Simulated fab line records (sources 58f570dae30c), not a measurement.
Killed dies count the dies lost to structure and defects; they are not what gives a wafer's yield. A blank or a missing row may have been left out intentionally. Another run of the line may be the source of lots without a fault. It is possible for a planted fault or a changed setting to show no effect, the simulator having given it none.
Which tool is to blame? / flow berkeleyCmos170 / 14 lots with 42 wafers sampled at 4 steps, on a route of 331 steps

WHAT THE GAUGES READ, wafer by wafer
UCB170_NSD_TW_MEAS_10.
lot=L562; measured=day 6 12:28; on=filmMetro-03; NSD_TW=4197 4205 4202
lot=L564; measured=day 6 22:18; on=filmMetro-02; NSD_TW=4153 4168 4164
lot=L566; measured=day 7 06:50; on=filmMetro-02; NSD_TW=4178 4144 4144
lot=L565; measured=day 7 06:59; on=filmMetro-01; NSD_TW=4204 4218 4224
lot=L567; measured=day 8 01:28; on=filmMetro-01; NSD_TW=4229 4253 4245
lot=L569; measured=day 8 09:56; on=filmMetro-01; NSD_TW=4227 4239 4239
lot=L571; measured=day 8 14:59; on=filmMetro-01; NSD_TW=4009 4019 4005
lot=L573; measured=day 8 15:11; on=filmMetro-03; NSD_TW=4154 4159 4144
lot=L570; measured=day 8 15:34; on=filmMetro-03; NSD_TW=4175 4169 4177
lot=L568; measured=day 8 15:50; on=filmMetro-01; NSD_TW=3997 4007 3998
lot=L572; measured=day 9 06:19; on=filmMetro-02; NSD_TW=4127 4164 4126
lot=L581; measured=day 10 15:47; on=filmMetro-02; NSD_TW=4165 4142 4156
lot=L579; measured=day 10 16:04; on=filmMetro-02; NSD_TW=4176 4185 4152
lot=L584; measured=day 11 12:41; on=filmMetro-01; NSD_TW=4190 4193 4203

UCB170_SDANNEAL_RS_MEAS_03: the measuring method here is four-point-probe.
lot=L562; measured=day 6 15:03; on=filmMetro-01; NSD_RS (ohm/sq)=37.14 37.17 37.26
lot=L564; measured=day 6 23:32; on=filmMetro-03; NSD_RS (ohm/sq)=37.46 37.29 37.30
lot=L566; measured=day 7 08:33; on=filmMetro-01; NSD_RS (ohm/sq)=37.18 37.37 37.37
lot=L565; measured=day 7 10:25; on=filmMetro-01; NSD_RS (ohm/sq)=37.13 37.18 37.07
lot=L567; measured=day 8 03:29; on=filmMetro-03; NSD_RS (ohm/sq)=37.23 37.15 37.19
lot=L569; measured=day 8 12:08; on=filmMetro-02; NSD_RS (ohm/sq)=37.52 37.52 37.56
lot=L571; measured=day 8 16:13; on=filmMetro-01; NSD_RS (ohm/sq)=49.25 49.31 49.31
lot=L573; measured=day 8 16:35; on=filmMetro-02; NSD_RS (ohm/sq)=37.27 37.26 37.39
lot=L570; measured=day 8 16:47; on=filmMetro-03; NSD_RS (ohm/sq)=37.25 37.41 37.31
lot=L568; measured=day 8 17:08; on=filmMetro-02; NSD_RS (ohm/sq)=49.05 49.20 49.19
lot=L572; measured=day 9 07:32; on=filmMetro-01; NSD_RS (ohm/sq)=37.25 37.20 37.16
lot=L581; measured=day 10 19:16; on=filmMetro-03; NSD_RS (ohm/sq)=37.26 37.20 37.27
lot=L579; measured=day 10 19:27; on=filmMetro-02; NSD_RS (ohm/sq)=37.16 37.10 37.17
lot=L584; measured=day 11 14:04; on=filmMetro-01; NSD_RS (ohm/sq)=37.06 37.10 37.05

EACH LOT AND THE TOOL THAT RAN IT (in order: tool; ch and the chambers of the sampled wafers; start)
lot=L562; UCB170_NSD_IMPLANT_08=implanter-02 ch 0, day 6 12:14; UCB170_NSD_STRIP_09=plasmaAsher-03 ch 0,1, day 6 12:22
lot=L564; UCB170_NSD_IMPLANT_08=implanter-04 ch 0, day 6 22:04; UCB170_NSD_STRIP_09=plasmaAsher-03 ch 0,1, day 6 22:11
lot=L566; UCB170_NSD_IMPLANT_08=implanter-03 ch 0, day 7 06:33; UCB170_NSD_STRIP_09=plasmaAsher-03 ch 0,1, day 7 06:42
lot=L565; UCB170_NSD_IMPLANT_08=implanter-02 ch 0, day 7 06:44; UCB170_NSD_STRIP_09=plasmaAsher-02 ch 0,1, day 7 06:53
lot=L567; UCB170_NSD_IMPLANT_08=implanter-03 ch 0, day 8 01:13; UCB170_NSD_STRIP_09=plasmaAsher-02 ch 0,1, day 8 01:22
lot=L569; UCB170_NSD_IMPLANT_08=implanter-03 ch 0, day 8 09:43; UCB170_NSD_STRIP_09=plasmaAsher-01 ch 0,1, day 8 09:50
lot=L571; UCB170_NSD_IMPLANT_08=implanter-03 ch 0, day 8 14:44; UCB170_NSD_STRIP_09=plasmaAsher-02 ch 0,1, day 8 14:53
lot=L573; UCB170_NSD_IMPLANT_08=implanter-02 ch 0, day 8 14:58; UCB170_NSD_STRIP_09=plasmaAsher-03 ch 0,1, day 8 15:05
lot=L570; UCB170_NSD_IMPLANT_08=implanter-02 ch 0, day 8 15:20; UCB170_NSD_STRIP_09=plasmaAsher-02 ch 0,1, day 8 15:27
lot=L568; UCB170_NSD_IMPLANT_08=implanter-03 ch 0, day 8 15:37; UCB170_NSD_STRIP_09=plasmaAsher-01 ch 0,1, day 8 15:44
lot=L572; UCB170_NSD_IMPLANT_08=implanter-04 ch 0, day 9 06:05; UCB170_NSD_STRIP_09=plasmaAsher-01 ch 0,1, day 9 06:13
lot=L581; UCB170_NSD_IMPLANT_08=implanter-02 ch 0, day 10 15:32; UCB170_NSD_STRIP_09=plasmaAsher-01 ch 0,1, day 10 15:41
lot=L579; UCB170_NSD_IMPLANT_08=implanter-02 ch 0, day 10 15:49; UCB170_NSD_STRIP_09=plasmaAsher-01 ch 0,1, day 10 15:58
lot=L584; UCB170_NSD_IMPLANT_08=implanter-02 ch 0, day 11 12:23; UCB170_NSD_STRIP_09=plasmaAsher-03 ch 0,1, day 11 12:31
- UCB170_NSD_IMPLANT_08
- UCB170_NSD_STRIP_09: strips in O2.

AS READ BY THE TOOLS THEMSELVES (means over the sampled wafers that have a number; for cases with no such wafer, the mark the record gives instead)
UCB170_NSD_IMPLANT_08.
lot=L562; tool=implanter-02; doseIonsCm2=3e+15; endStationPressureTorr (Torr)=1.26e-05; faradayCurrentUA=9180
lot=L564; tool=implanter-04; doseIonsCm2=3e+15; endStationPressureTorr (Torr)=1.33e-05; faradayCurrentUA=9276
lot=L566; tool=implanter-03; doseIonsCm2=3e+15; endStationPressureTorr (Torr)=1.24e-05; faradayCurrentUA=9286
lot=L565; tool=implanter-02; doseIonsCm2=3e+15; endStationPressureTorr (Torr)=1.23e-05; faradayCurrentUA=9269
lot=L567; tool=implanter-03; doseIonsCm2=3e+15; endStationPressureTorr (Torr)=1.26e-05; faradayCurrentUA=9407
lot=L569; tool=implanter-03; doseIonsCm2=3e+15; endStationPressureTorr (Torr)=1.27e-05; faradayCurrentUA=9145
lot=L571; tool=implanter-03; doseIonsCm2=2e+15; endStationPressureTorr (Torr)=9.67e-06; faradayCurrentUA=5862
lot=L573; tool=implanter-02; doseIonsCm2=3e+15; endStationPressureTorr (Torr)=1.21e-05; faradayCurrentUA=9386
lot=L570; tool=implanter-02; doseIonsCm2=3e+15; endStationPressureTorr (Torr)=1.24e-05; faradayCurrentUA=9228
lot=L568; tool=implanter-03; doseIonsCm2=2e+15; endStationPressureTorr (Torr)=1.01e-05; faradayCurrentUA=5781
lot=L572; tool=implanter-04; doseIonsCm2=3e+15; endStationPressureTorr (Torr)=1.29e-05; faradayCurrentUA=9288
lot=L581; tool=implanter-02; doseIonsCm2=3e+15; endStationPressureTorr (Torr)=1.27e-05; faradayCurrentUA=9309
lot=L579; tool=implanter-02; doseIonsCm2=3e+15; endStationPressureTorr (Torr)=1.26e-05; faradayCurrentUA=9324
lot=L584; tool=implanter-02; doseIonsCm2=3e+15; endStationPressureTorr (Torr)=1.26e-05; faradayCurrentUA=9273

UCB170_NSD_STRIP_09.
lot=L562; tool=plasmaAsher-03; drypumpMotorCurrentA (A)=6.2; o2FlowSccm (sccm)=401.0; oesProductAu (a.u.)=0.531; stripTimeToEndpointS (s)=35.88
lot=L564; tool=plasmaAsher-03; drypumpMotorCurrentA (A)=6.2; o2FlowSccm (sccm)=399.3; oesProductAu (a.u.)=0.534; stripTimeToEndpointS (s)=35.75
lot=L566; tool=plasmaAsher-03; drypumpMotorCurrentA (A)=6.2; o2FlowSccm (sccm)=400.5; oesProductAu (a.u.)=0.538; stripTimeToEndpointS (s)=35.78
lot=L565; tool=plasmaAsher-02; drypumpMotorCurrentA (A)=5.3; o2FlowSccm (sccm)=400.9; oesProductAu (a.u.)=0.534; stripTimeToEndpointS (s)=35.89
lot=L567; tool=plasmaAsher-02; drypumpMotorCurrentA (A)=5.3; o2FlowSccm (sccm)=401.2; oesProductAu (a.u.)=0.534; stripTimeToEndpointS (s)=35.81
lot=L569; tool=plasmaAsher-01; drypumpMotorCurrentA (A)=6.0; o2FlowSccm (sccm)=399.8; oesProductAu (a.u.)=0.535; stripTimeToEndpointS (s)=35.74
lot=L571; tool=plasmaAsher-02; drypumpMotorCurrentA (A)=5.3; o2FlowSccm (sccm)=399.2; oesProductAu (a.u.)=0.572; stripTimeToEndpointS (s)=31.46
lot=L573; tool=plasmaAsher-03; drypumpMotorCurrentA (A)=6.1; o2FlowSccm (sccm)=399.6; oesProductAu (a.u.)=0.535; stripTimeToEndpointS (s)=35.81
lot=L570; tool=plasmaAsher-02; drypumpMotorCurrentA (A)=5.8; o2FlowSccm (sccm)=399.4; oesProductAu (a.u.)=0.534; stripTimeToEndpointS (s)=35.82
lot=L568; tool=plasmaAsher-01; drypumpMotorCurrentA (A)=6.0; o2FlowSccm (sccm)=399.9; oesProductAu (a.u.)=0.577; stripTimeToEndpointS (s)=31.45
lot=L572; tool=plasmaAsher-01; drypumpMotorCurrentA (A)=5.9; o2FlowSccm (sccm)=400.2; oesProductAu (a.u.)=0.532; stripTimeToEndpointS (s)=35.79
lot=L581; tool=plasmaAsher-01; drypumpMotorCurrentA (A)=5.9; o2FlowSccm (sccm)=399.9; oesProductAu (a.u.)=0.535; stripTimeToEndpointS (s)=35.87
lot=L579; tool=plasmaAsher-01; drypumpMotorCurrentA (A)=6.0; o2FlowSccm (sccm)=399.7; oesProductAu (a.u.)=0.533; stripTimeToEndpointS (s)=35.94
lot=L584; tool=plasmaAsher-03; drypumpMotorCurrentA (A)=6.1; o2FlowSccm (sccm)=399.5; oesProductAu (a.u.)=0.533; stripTimeToEndpointS (s)=35.95

THE ANSWER, worked out from the rows above alone
Rule: usual is defined by the lots themselves. Put in order of their means at a reading, lots are off if they are a third of the lots or fewer, leave a main group of 4 or more, and stand apart from it by a gap of 3 or more times the standard deviation of the main group's means; of several such gaps the widest counts. If all means in a main group match to the digits the tables above print for the reading, that group is not used. Also off: a lot with no number at a reading for which 4 or more lots have one. Where the step has rows for the other lots, those lots are counted as sound. The gauges are gone through in route order, then the tools' own readings, and for those a lot's mean is taken as printed above. The first step at which some lot is off is used, and at that step the reading that is off furthest; a lot without a number counts as furthest.
Off: L571, L568, seen at UCB170_NSD_TW_MEAS_10 (NSD_TW). The main group: mean 4183, standard deviation 33.
If a tool, at a process step before that reading, ran all the lots that are off and no sound lot after the first of them, it fits. Not tried: the gauges at UCB170_NSD_TW_MEAS_10; whatever is off there is also off at UCB170_NSD_IMPLANT_08, on other tools, and gauge error can't account for it. One candidate fits, namely implanter-03 at UCB170_NSD_IMPLANT_08. A fault onset in the window from L569 (day 8 09:43, its last sound lot) to L571 (day 8 14:44, its first lot off) fits.
The tool's own readings at UCB170_NSD_IMPLANT_08 bear it out: on the lots that are off they differ by more than 5 times the standard deviation of the sound lots' means. doseIonsCm2 reads 2e+15 there against 3e+15 on the sound lots; endStationPressureTorr reads 9.89e-06 Torr there against 1.26e-05 Torr on the sound lots; faradayCurrentUA reads 5822 there against 9281 on the sound lots.

WHAT THE SIMULATOR PUT IN
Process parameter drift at UCB170_NSD_IMPLANT_08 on implanter-03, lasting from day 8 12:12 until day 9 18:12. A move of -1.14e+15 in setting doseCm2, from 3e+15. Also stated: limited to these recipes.
Shown lots that were struck: L571, L568. The rule given above showed the same thing.
